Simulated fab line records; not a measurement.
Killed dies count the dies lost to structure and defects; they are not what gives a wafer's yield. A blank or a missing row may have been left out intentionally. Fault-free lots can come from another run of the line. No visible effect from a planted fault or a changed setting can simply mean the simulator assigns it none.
2 desks, one fault | flow berkeley-cmos170 | each desk holds nothing but its own numbers, with what lay behind them at the end

## DESK OF THE TOOL OWNER: rie-metal-01
The tool's own readings at UCB170_M3_METAL_ETCH_18 (etches Al in Cl2/BCl3, stops on SiO2, target depth 1170 nm, time 195 s): means of the sampled wafers that have a number, for each lot that ran on this tool. The brackets show how far a lot's mean lies from the usual mean; more than 4 standard deviations puts the lot out of limits, marked OUT.
Columns: A = chamber-pressure-mTorr at UCB170_M3_METAL_ETCH_18, usual 12.000 mTorr; B = drypump-motor-current-A at UCB170_M3_METAL_ETCH_18, usual 5.49 A; C = oes-product-au at UCB170_M3_METAL_ETCH_18, usual 0.859 a.u.; D = throttle-valve-pct at UCB170_M3_METAL_ETCH_18, usual 24.49 %
lot  | first seen here | A      | B    | C     | D
L416 | day 8 04:52     | 12.001 | 5.78 | 0.881 | 24.81
L419 | day 8 13:53     | 12.007 | 5.68 | 0.866 | 24.78
L420 | day 8 22:32     | 11.988 | 5.65 | 0.865 | 24.77
L429 | day 10 13:39    | 12.009 | 5.53 | 0.854 | 24.74
Result from this desk: across the 4 lots, nothing is out of limits.

## AT THE METROLOGY DESK
Lot by lot, what the gauges showed, no matter which tool ran the lot: averages of those sampled wafers that carry a number. The brackets show how far a lot's mean lies from the usual mean; more than 4 standard deviations puts the lot out of limits, marked OUT.
Columns: A = cd-nm at UCB170_M3_CD_MEAS_90, usual 700.2 nm; B = M3_BOW at UCB170_M3_BOW_MEAS_20, usual 35 um
lot  | first seen here | A     | B
L416 | day 8 05:10     | 696.2 | 42
L419 | day 8 14:10     | 698.7 | 35
L418 | day 8 15:01     | 698.9 | 40
L417 | day 8 18:16     | 698.4 | 37
L420 | day 8 22:47     | 700.2 | 40
L421 | day 8 23:56     | 702.1 | 31
L427 | day 10 03:40    | 701.5 | 35
L429 | day 10 13:56    | 703.5 | 38
L434 | day 11 15:01    | 699.1 | 31
L433 | day 11 17:14    | 699.1 | 39
L436 | day 12 06:43    | 700.7 | 32
L438 | day 12 15:28    | 698.1 | 32
Result from this desk: across the 12 lots, nothing is out of limits.

## ALL TOGETHER
The desk of the tool owner found nothing out of limits.
At the metrology desk, nothing out of limits was observed.

## WHAT THE SIMULATOR HAD INSERTED
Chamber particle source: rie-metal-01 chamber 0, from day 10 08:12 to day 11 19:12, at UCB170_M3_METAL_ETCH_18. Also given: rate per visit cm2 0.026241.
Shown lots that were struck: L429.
